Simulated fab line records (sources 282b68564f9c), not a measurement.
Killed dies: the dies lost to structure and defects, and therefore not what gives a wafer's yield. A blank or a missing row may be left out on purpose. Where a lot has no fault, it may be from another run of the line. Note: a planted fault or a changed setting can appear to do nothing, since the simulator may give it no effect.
fab line records ; flow rit_cmos
record lots=13; wafers=39; last_day=8
route steps=202 shown REOX@100 M1@202
lots untouched by any fault: they come from a run of this same line in which no faults occurred
start_h: start of the lot's first displayed wafer, in hours after the record's first day ; wait_h: hours from the lot's prior step to this one ; " same as the row above ; L1.1+2: a row that stands for several wafers ; - no value, or no start was given ; * or withheld: withheld ; < > ~ a bound
route shown NAME@n: NAME is a module with steps in the file, n the number in the route of the first one ; usual: mean and standard deviation over wafers with no fault ; same: alike in all rows ; chamber/n: place in a boat ; sites: per-site readings ; _std_site: how widely they spread, as a standard deviation ; _edge_site: outer sites' mean less inner sites' ; radius_mm: for every site, how far away it sits from the centre of the wafer ; mask NAME#n: copy n ; behind: the tool/chamber that last shaped the wafer ; hold: the reason the lot was held/the length of the hold in hours/how it ended ; device: the transistor (n, p or np) that didn't switch ; end of line: the same wafers' tests at the end of the route ; a step without rows: its recipe alone ; killed: dies that structure and defects cost at the first sort, which is not the same as the wafer's yield ; map: per-die view of a wafer (x killed, . not killed, _ where there is no die)
set.NAME: the setting as run; set.NAME@STEP: as run at that earlier step ; model.NAME: the simulator's own value behind a step, which no gauge read
steps of the route over a sample of lots; a table a step, a row a wafer
services: a tool's chamber out of use, with start hour (start_h, from the record's first day; less than 0 if before it), hours out, and reason
## steps
# step RIT_REOX_CLEAN_02
# recipe chemistry=SC2; mix=3:3:50; time_s=600; temp_c=75; dry=n2_spin
lot.wafer;tool;chamber;start_h;wait_h
L988.1+3+6;wet_bench-03;3;41.96;0.0
L989.1+2+6;wet_bench-02;2;47.48;0.0
L990.2+3+5;wet_bench-02;2;54.06;0.0
L991.1+4+6;wet_bench-03;3;60.56;0.0
L993.2+5+6;wet_bench-02;1;66.61;0.0
L994.1+3+4;wet_bench-04;1;73.18;0.0
L995.1+2+4;wet_bench-03;0;78.57;0.0
L997.3+4+6;wet_bench-03;3;87.00;0.0
L100.2+3+5;wet_bench-04;2;102.55;0.0
L107.1+2+4;wet_bench-04;1;140.81;0.0
L108.2+4+6;wet_bench-03;0;146.16;0.0
L109.2+3+6;wet_bench-02;1;150.91;0.0
L110.3+4+6;wet_bench-02;2;164.14;0.0
# step RIT_M1_PROBE_99
# usual killed_at_M0_to_M3=0.0/0.083; killed_at_contacts=0.1/0.31; killed_at_front_end=6.3/3; killed_dies=6.4/3; killed_on_rim=1.7/1.3; killed_open=3/1.9; killed_short=3.4/1.9
# same gross_dies=264; killed_at_M4_up=0; killed_at_back_side=0; killed_at_other=0
lot.wafer;tool;chamber;start_h;wait_h;killed_at_M0_to_M3;killed_at_contacts;killed_at_front_end;killed_dies;killed_on_rim;killed_open;killed_short
L994.1;prober-02;-;93.50;0.1;0;0;5;5;0;4;1
L994.3;prober-02;-;93.60;0.2;0;0;2;2;2;1;1
L994.4;prober-02;-;93.65;0.2;0;0;10;10;1;3;7
L100.2;prober-02;-;124.92;0.1;0;0;5;5;3;2;3
L100.3;prober-02;-;124.97;0.2;0;0;3;3;0;2;1
L100.5;prober-02;-;125.07;0.2;0;0;9;9;3;3;6
L107.1;prober-01;-;161.92;0.1;0;0;20;20;9;6;1
L107.2;prober-01;-;161.97;0.1;0;0;19;19;11;1;2
L107.4;prober-01;-;162.07;0.2;0;0;32;32;14;7;8
# killed by level:class
L994.1 REOX:geometric_particle:open=2 FOX1:geometric_particle:short=1 FOX1:geometric_particle:open=1 GATE:geometric_particle:open=1
L994.3 REOX:geometric_particle:short=1 SILICIDE:geometric_particle:open=1
L994.4 SPACER:geometric_particle:short=3 FOX1:geometric_particle:short=2 FOX1:geometric_particle:open=1 GATE:geometric_particle:short=1 GATE:geometric_particle:open=1 REOX:geometric_particle:open=1 REOX:geometric_particle:short=1
L100.2 FOX1:geometric_particle:short=1 FOX2:geometric_particle:short=1 GATE:geometric_particle:open=1 GATE:geometric_particle:short=1 REOX:geometric_particle:open=1
L100.3 GATE:geometric_particle:open=1 REOX:geometric_particle:open=1 SILICIDE:geometric_particle:short=1
L100.5 FOX2:geometric_particle:short=2 FOX1:geometric_particle:short=1 FOX1:geometric_particle:open=1 GATE:geometric_particle:short=1 GATE:geometric_particle:open=1 REOX:geometric_particle:open=1 REOX:geometric_particle:short=1 SILICIDE:geometric_particle:short=1
L107.1 REOX:unspecified=13 GATE:geometric_particle:open=4 REOX:geometric_particle:open=1 SPACER:geometric_particle:open=1 SPACER:geometric_particle:short=1
L107.2 REOX:unspecified=16 FOX1:geometric_particle:short=1 REOX:geometric_particle:short=1 SPACER:geometric_particle:open=1
L107.4 REOX:unspecified=17 GATE:geometric_particle:short=5 GATE:geometric_particle:open=4 FOX1:geometric_particle:short=1 FOX1:geometric_particle:open=1 FOX2:geometric_particle:short=1 FOX2:geometric_particle:open=1 SPACER:geometric_particle:open=1
## services
tool;chamber;start_h;hours;kind
wet_bench-02;-;60.32;4.4;pm
wet_bench-03;-;150.50;4.4;pm
## key
first_sign step=RIT_M1_PROBE_99; reading=killed_at_front_end; direction=up; sigmas=5.8; usual=6.3; struck=23.7
effect step=RIT_M1_PROBE_99; reading=killed_dies; direction=up; sigmas=5.8; usual=6.4; struck=23.7
met_at RIT_REOX_CLEAN_02
struck_lots L107
struck_wafers L107.1,L107.2,L107.4
tester_left_out L107
onset_between 73.18 140.81
fault kind=chamber_particle_source; tool=wet_bench-04; chamber=1; onset_h=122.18; steps=RIT_REOX_CLEAN_02; rate_per_visit_cm2=0.91405; end_h=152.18
# tester_left_out: of these lots the tester's yield and bins aren't shown, on N5 and GAA mostly nor the transistor test; their killed dies are dies lost to structure and defects alone, not to doping, threshold or leakage, so they don't give the yield
